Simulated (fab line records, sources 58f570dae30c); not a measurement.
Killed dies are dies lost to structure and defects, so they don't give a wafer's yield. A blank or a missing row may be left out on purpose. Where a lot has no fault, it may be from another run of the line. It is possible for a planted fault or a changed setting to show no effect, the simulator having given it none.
Lot-split experiment || flow berkeleyCmos170 || 23 wafers read from 5 lots, route of 331 steps

ON THE SPLIT
At UCB170_NSD_PEB_04, the setting pebTempC was moved away from the recipe's 130 C on 5 of the 23 wafers read, by -1.8%. The other wafers ran this setting at the recipe's value.

FROM THE SPLIT TO THE READING: what the file shows between them, 1 step
- UCB170_NSD_DEVELOP_05: develop time 45 s

THE READING
cdNm, in nm, at UCB170_NSD_CD_MEAS_06 (target cd 1200 nm). Fault-free wafers of this fab line usually give 1199.3 nm, standard deviation 1.2 nm.

{"wafer": "L074.1", "tool, chamber at the split": "lithoTrack-04, 0", "pebTempC as run, C": 127.6, "against the recipe": "-1.8%", "cdNm, nm": 1181.5, "against lot-mates on the recipe": -17.5}
{"wafer": "L074.2", "tool, chamber at the split": "lithoTrack-04, 0", "pebTempC as run, C": 127.6, "against the recipe": "-1.8%", "cdNm, nm": 1179.2, "against lot-mates on the recipe": -19.8}
{"wafer": "L074.4", "tool, chamber at the split": "lithoTrack-04, 0", "pebTempC as run, C": 130, "against the recipe": "recipe", "cdNm, nm": 1199.4, "against lot-mates on the recipe": "-"}
{"wafer": "L074.5", "tool, chamber at the split": "lithoTrack-04, 0", "pebTempC as run, C": 130, "against the recipe": "recipe", "cdNm, nm": 1198.7, "against lot-mates on the recipe": "-"}
{"wafer": "L074.6", "tool, chamber at the split": "lithoTrack-04, 0", "pebTempC as run, C": 130, "against the recipe": "recipe", "cdNm, nm": 1199.0, "against lot-mates on the recipe": "-"}
{"wafer": "L076.1", "tool, chamber at the split": "lithoTrack-03, 0", "pebTempC as run, C": 127.6, "against the recipe": "-1.8%", "cdNm, nm": 1182.4, "against lot-mates on the recipe": -15.8}
{"wafer": "L076.2", "tool, chamber at the split": "lithoTrack-03, 0", "pebTempC as run, C": 130, "against the recipe": "recipe", "cdNm, nm": 1198.2, "against lot-mates on the recipe": "-"}
{"wafer": "L076.3", "tool, chamber at the split": "lithoTrack-03, 0", "pebTempC as run, C": 127.6, "against the recipe": "-1.8%", "cdNm, nm": 1180.9, "against lot-mates on the recipe": -17.3}
{"wafer": "L076.4", "tool, chamber at the split": "lithoTrack-03, 0", "pebTempC as run, C": 127.6, "against the recipe": "-1.8%", "cdNm, nm": 1180.2, "against lot-mates on the recipe": -18.0}
{"wafer": "L076.5", "tool, chamber at the split": "lithoTrack-03, 0", "pebTempC as run, C": 130, "against the recipe": "recipe", "cdNm, nm": 1198.2, "against lot-mates on the recipe": "-"}
{"wafer": "L081.1", "tool, chamber at the split": "lithoTrack-03, 0", "pebTempC as run, C": 130, "against the recipe": "recipe", "cdNm, nm": 1198.0, "against lot-mates on the recipe": "-"}
{"wafer": "L081.3", "tool, chamber at the split": "lithoTrack-03, 0", "pebTempC as run, C": 130, "against the recipe": "recipe", "cdNm, nm": 1199.1, "against lot-mates on the recipe": "-"}
{"wafer": "L081.5", "tool, chamber at the split": "lithoTrack-03, 0", "pebTempC as run, C": 130, "against the recipe": "recipe", "cdNm, nm": 1197.5, "against lot-mates on the recipe": "-"}
{"wafer": "L083.1", "tool, chamber at the split": "lithoTrack-04, 0", "pebTempC as run, C": 130, "against the recipe": "recipe", "cdNm, nm": 1199.6, "against lot-mates on the recipe": "-"}
{"wafer": "L083.2", "tool, chamber at the split": "lithoTrack-04, 0", "pebTempC as run, C": 130, "against the recipe": "recipe", "cdNm, nm": 1198.8, "against lot-mates on the recipe": "-"}
{"wafer": "L083.3", "tool, chamber at the split": "lithoTrack-04, 0", "pebTempC as run, C": 130, "against the recipe": "recipe", "cdNm, nm": 1198.0, "against lot-mates on the recipe": "-"}
{"wafer": "L083.5", "tool, chamber at the split": "lithoTrack-04, 0", "pebTempC as run, C": 130, "against the recipe": "recipe", "cdNm, nm": 1199.1, "against lot-mates on the recipe": "-"}
{"wafer": "L083.6", "tool, chamber at the split": "lithoTrack-04, 0", "pebTempC as run, C": 130, "against the recipe": "recipe", "cdNm, nm": 1198.3, "against lot-mates on the recipe": "-"}
{"wafer": "L084.2", "tool, chamber at the split": "lithoTrack-01, 0", "pebTempC as run, C": 130, "against the recipe": "recipe", "cdNm, nm": 1198.9, "against lot-mates on the recipe": "-"}
{"wafer": "L084.3", "tool, chamber at the split": "lithoTrack-01, 0", "pebTempC as run, C": 130, "against the recipe": "recipe", "cdNm, nm": 1200.1, "against lot-mates on the recipe": "-"}
{"wafer": "L084.4", "tool, chamber at the split": "lithoTrack-01, 0", "pebTempC as run, C": 130, "against the recipe": "recipe", "cdNm, nm": 1198.0, "against lot-mates on the recipe": "-"}
{"wafer": "L084.5", "tool, chamber at the split": "lithoTrack-01, 0", "pebTempC as run, C": 130, "against the recipe": "recipe", "cdNm, nm": 1198.6, "against lot-mates on the recipe": "-"}
{"wafer": "L084.6", "tool, chamber at the split": "lithoTrack-01, 0", "pebTempC as run, C": 130, "against the recipe": "recipe", "cdNm, nm": 1198.7, "against lot-mates on the recipe": "-"}

FIT RESULTS
A straight line over all 23 wafers: cdNm changes by +9.66 nm for each +1% of pebTempC; r = +0.99; the points scatter about the line by 0.79 nm.
The same after taking each lot's own level away (the mean of its wafers on the recipe; 23 wafers): +9.58 nm for each +1%; r = +0.99; scatter 0.82 nm.
The reading moves by 18 nm for the largest change in pebTempC, on that fit.
Measured against the standard deviation above, the lots' own levels, which go from 1198.20 to 1199.03 nm, span 0.7 times it.
Consequently the slope shifts little with the lot-to-lot level, the two slopes agreeing.
Check: with one of the wafers moved furthest among these (-1.8%) left out of the fit, the line predicts -17.7 nm for it against its lot-mates. It came out at -17.5 nm against them.

THESE WAFERS: OTHER SPLITS
Before the reading, these wafers also passed through other splits. Each is held against what the fit with the lots' levels taken away leaves over:
{"other split on the same wafers": "UCB170_NWELL_OXIDATION_01 tempC", "wafers away from the commonest value": 5, "r with cdNm (lot level and that fit taken away)": -0.27}
{"other split on the same wafers": "UCB170_NWELL_IMPLANT_14 energyKev", "wafers away from the commonest value": 7, "r with cdNm (lot level and that fit taken away)": -0.39}
{"other split on the same wafers": "UCB170_PWELL_OXIDATION_02 oxTimeS", "wafers away from the commonest value": 10, "r with cdNm (lot level and that fit taken away)": "+0.23"}
{"other split on the same wafers": "UCB170_PFIELD_IMPLANT_07 energyKev", "wafers away from the commonest value": 5, "r with cdNm (lot level and that fit taken away)": -0.05}
{"other split on the same wafers": "UCB170_NLDD_EXPOSE_03 doseMj", "wafers away from the commonest value": 8, "r with cdNm (lot level and that fit taken away)": "+0.26"}
{"other split on the same wafers": "UCB170_SPACER_CVD_00 timeS", "wafers away from the commonest value": 8, "r with cdNm (lot level and that fit taken away)": -0.18}

FILE'S OWN FIT
cdNm changes by +9.67 nm for each +1% of pebTempC, r = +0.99.
